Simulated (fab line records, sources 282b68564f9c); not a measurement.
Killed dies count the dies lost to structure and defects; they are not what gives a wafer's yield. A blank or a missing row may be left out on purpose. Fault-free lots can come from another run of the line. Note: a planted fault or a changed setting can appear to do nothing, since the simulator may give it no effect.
Code-filled problem report in 8D (eight disciplines) form -- flow rit-cmos -- the parts of the form that need people (team, actions taken, sign-off) are left out

1. THE PROBLEM
Across 6 wafers from 2 lots, SILICIDE_TI_RS at RIT_SILICIDE_RS_MEAS_02 averages 30.0 ohm/sq, while fault-free wafers read 47.7 ohm/sq with a standard deviation of 0.71. Measured from the usual mean, that is -25 standard deviations.
The step: measures by four-point-probe.
First observed at day 4 19:57: wafer L867.3, on film-metro-02. At this step, 42 wafers from 14 lots have a number in the record. The rule behind "out" and "out of limits": a value lying over 4 standard deviations away from the usual mean. The rest of the wafers with a number are treated as sound.

2. WHAT IT IS, WHAT IT ISN'T
question,is,is not
which readings at this step,SILICIDE_TI_RS,-
which lots,"L867, L870","L863, L864, L872, L873, L874, L875, L878, L879, L880, L881, L882, L883"
which wafers of those lots,all that have a number,-
read on which gauges,film-metro-02,"film-metro-01, film-metro-03"
when,from day 4 19:57,"up to then (6 sound wafers); but 30 sound wafers of L872, L873, L874, L875, L878, L879, L880, L881, L882, L883 came after"

3. WHAT RULES OUT EACH SUSPECT
Counting: a tool at any process step up to the reading remains a suspect when it ran all the lots that are out and ran no sound lot after the first of those.
- the gauge at RIT_SILICIDE_RS_MEAS_02: kept. All the wafers that are out were read on film-metro-02, and no step on other tools shows them out.
- pvd-sputter-04 at RIT_SILICIDE_SPUTTER_01 (material Ti, target thk 30 nm, time 240 s): kept. It ran every lot that is out, first L867 (day 4 19:46), and no sound lot after that.
After counting, pvd-sputter-04 at RIT_SILICIDE_SPUTTER_01 and film-metro-02 at RIT_SILICIDE_RS_MEAS_02 remain.

4. THE CAUSE (what the simulator had put in)
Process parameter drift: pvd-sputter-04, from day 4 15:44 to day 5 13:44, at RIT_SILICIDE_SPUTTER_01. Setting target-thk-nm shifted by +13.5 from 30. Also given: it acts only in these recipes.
Counting left 2 suspects, and this tool is among them.

5. THE EFFECT CHAIN, in route order
Each row: a reading whose mean over the struck wafers that have a number lies more than 3 standard deviations from the usual. Readings are gone through only where the record gives a usual standard deviation; hours: the median, over the lots, of the time from a lot's start at the first step in this table giving one to that lot's start at this step; sigmas: the change measured in usual standard deviations.
hours,step,reading,usual,on struck wafers,change,sigmas
0,RIT_SILICIDE_RS_MEAS_02,SILICIDE_TI_RS,47.7 ohm/sq,30.0,-17.7,-25
0,RIT_SILICIDE_THK_MEAS_03,SILICIDE_TI_THK,30.3 nm,44.1,+13.8,+37
Later steps that measure or inspect, where all struck wafers having a row at the step show a number for every such reading and not one has moved that far: RIT_CONTACT_CD_MEAS_08.

6. WHAT WOULD HAVE CAUGHT IT SOONER
In this record the first reading out of limits at a measuring or inspecting step was taken at day 4 19:57, 4 hours after the fault began at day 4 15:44.
Of the tool readings at RIT_SILICIDE_SPUTTER_01 for which the record gives a usual standard deviation, none was out on any struck wafer, so an alarm limit of 4 standard deviations on them would not have fired.
L870, from the lots that are out (2), started RIT_SILICIDE_SPUTTER_01 on pvd-sputter-04 later than day 4 19:57. Had the tool been put on hold then, it would have been spared.
